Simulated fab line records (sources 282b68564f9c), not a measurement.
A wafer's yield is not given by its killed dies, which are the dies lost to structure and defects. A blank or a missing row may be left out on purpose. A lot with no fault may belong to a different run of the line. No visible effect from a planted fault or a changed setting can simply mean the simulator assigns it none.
8D (eight disciplines) problem report, filled in by code	flow ritCmos	the parts of the form that need people (team, actions taken, sign-off) are left out

1. THE PROBLEM
Wafers free of any fault read 3446 (standard deviation 19) for PSD_TW at RIT_PSD_TW_MEAS_10, against a mean of 30 on 6 wafers of 2 lots. That is -99 or more standard deviations from the usual mean.
Seen first at day 7 11:07 on filmMetro-01, wafer L329.3. Wafers with a number at this step in the record: 42, from 14 lots. By rule, "out" or "out of limits" means more than 4 standard deviations away from the usual mean. The other wafers with a number count as sound.

2. WHAT IT IS AND WHAT IT IS NOT
question	is	is not
which readings at this step	PSD_TW	-
which lots	L329, L330	L311, L312, L315, L316, L318, L319, L320, L321, L324, L325, L328, L332
which wafers of those lots	all that have a number	-
read on which gauges	filmMetro-01, filmMetro-03	filmMetro-02
when	from day 7 11:07	up to then (33 sound wafers); but 3 sound wafers of L332 came after

3. SUSPECTS, AND WHAT RULES EACH OUT
Counting: a tool at any process step up to the reading remains a suspect when it ran all the lots that are out and ran no sound lot after the first of those.
- the gauge at RIT_PSD_TW_MEAS_10 is ruled out. The wafers that are out were read on 2 gauges (filmMetro-01, filmMetro-03).
- lithoTrack-02 at RIT_PSD_DEVELOP_05 (develop time 50 s): kept. Every lot that is out went through it, starting with L329 (day 7 10:00), and after that it ran no sound lot; the last sound lot it ran before then is L328 (day 7 06:00).
Remaining after the count: lithoTrack-02 at RIT_PSD_DEVELOP_05.

4. THE CAUSE (what the simulator had put in)
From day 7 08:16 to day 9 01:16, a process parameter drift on lithoTrack-02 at RIT_PSD_DEVELOP_05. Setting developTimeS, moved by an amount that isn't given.
Counting left only this tool.

5. THE CHAIN OF EFFECTS, in route order
One row per reading whose mean, taken over the struck wafers that have a number, lies over 3 standard deviations from the usual. Only readings for which the record gives a usual standard deviation are gone through. hours: the time from each lot's start at the first step in this table that gives one to its start at this step, as a median over the lots. sigmas: the change in usual standard deviations.
hours	step	reading	usual	on struck wafers	change	sigmas
0	RIT_PSD_TW_MEAS_10	PSD_TW	3446	30	-3416	-99 or more
8	RIT_M1_PROBE_99	killedAtFrontEnd	7	264	+257	+83
8	RIT_M1_PROBE_99	killedDies	7	264	+257	+80
8	RIT_M1_PROBE_99	killedOnRim	1.9	70.0	+68.1	+45
It contains these process steps:
- RIT_M1_PROBE_99

6. WHAT WOULD HAVE CAUGHT IT SOONER
The first out-of-limits reading at a measuring or inspecting step in this record came at day 7 11:07, 3 hours after the fault's start at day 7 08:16.
L330, from the lots that are out (2), started RIT_PSD_DEVELOP_05 on lithoTrack-02 later than day 7 11:07. A tool hold placed at that time would have kept it from harm.
